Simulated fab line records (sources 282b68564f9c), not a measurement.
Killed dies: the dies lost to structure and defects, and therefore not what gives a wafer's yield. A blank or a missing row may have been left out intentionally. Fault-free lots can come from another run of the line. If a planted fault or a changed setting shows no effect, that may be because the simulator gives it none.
The tool behind it: which one? -- flow rit_cmos -- 7 lots, 21 wafers sampled, at 2 steps of a route of 202

## WHAT EACH GAUGE READ, for each wafer
RIT_GATE_THK_MEAS_09.
lot,measured,on,GATE_POLY_THK (nm)
L149,day 2 18:52,film_metro-01,251.4 252.8 252.6
L151,day 3 04:01,film_metro-02,246.2 245.0 248.9
L154,day 3 19:06,film_metro-02,251.5 254.9 255.2
L157,day 4 11:03,film_metro-02,249.3 249.2 247.8
L159,day 4 18:36,film_metro-01,251.7 251.1 250.8
L161,day 5 05:36,film_metro-02,251.4 254.5 252.2
L168,day 6 16:25,film_metro-02,413.8 413.1 412.2

## TOOL THAT RAN EACH LOT (tool first, then ch and the chambers of the sampled wafers, then the start)
lot,RIT_GATE_CVD_08
L149,"lpcvd-02 ch 1, day 2 17:15"
L151,"lpcvd-01 ch 0, day 3 02:23"
L154,"lpcvd-02 ch 1, day 3 16:41"
L157,"lpcvd-01 ch 0, day 4 09:25"
L159,"lpcvd-01 ch 1, day 4 16:57"
L161,"lpcvd-02 ch 1, day 5 03:57"
L168,"lpcvd-02 ch 1, day 6 13:59"
- RIT_GATE_CVD_08: deposits poly-Si from SiH4, target thk 250 nm, time 2220 s.

## THE ANSWER, worked out from the rows above alone
Rule: usual is defined by the lots themselves. Put in order of their means at a reading, lots are off if they are a third of the lots or fewer, leave a main group of 4 or more, and stand apart from it by a gap of 3 or more times the standard deviation of the main group's means; of several such gaps the widest counts. A main group is skipped when, at the precision printed for the reading in the tables above, its means are all equal. Also off: a lot with no number at a reading for which 4 or more lots have one. Where the step has rows for the other lots, those lots are counted as sound.
Off: L168, seen at RIT_GATE_THK_MEAS_09 (GATE_POLY_THK). The main group: mean 250.9 nm, standard deviation 2.5.
A tool fits if, at a process step before that reading, it ran every lot that is off, and no sound lot after the first of them. The gauges at RIT_GATE_THK_MEAS_09 are tried like those tools. Undecided on this evidence; 2 tools fit (lpcvd-02 at RIT_GATE_CVD_08, film_metro-02 at RIT_GATE_THK_MEAS_09).

## WHAT THE SIMULATOR PUT IN
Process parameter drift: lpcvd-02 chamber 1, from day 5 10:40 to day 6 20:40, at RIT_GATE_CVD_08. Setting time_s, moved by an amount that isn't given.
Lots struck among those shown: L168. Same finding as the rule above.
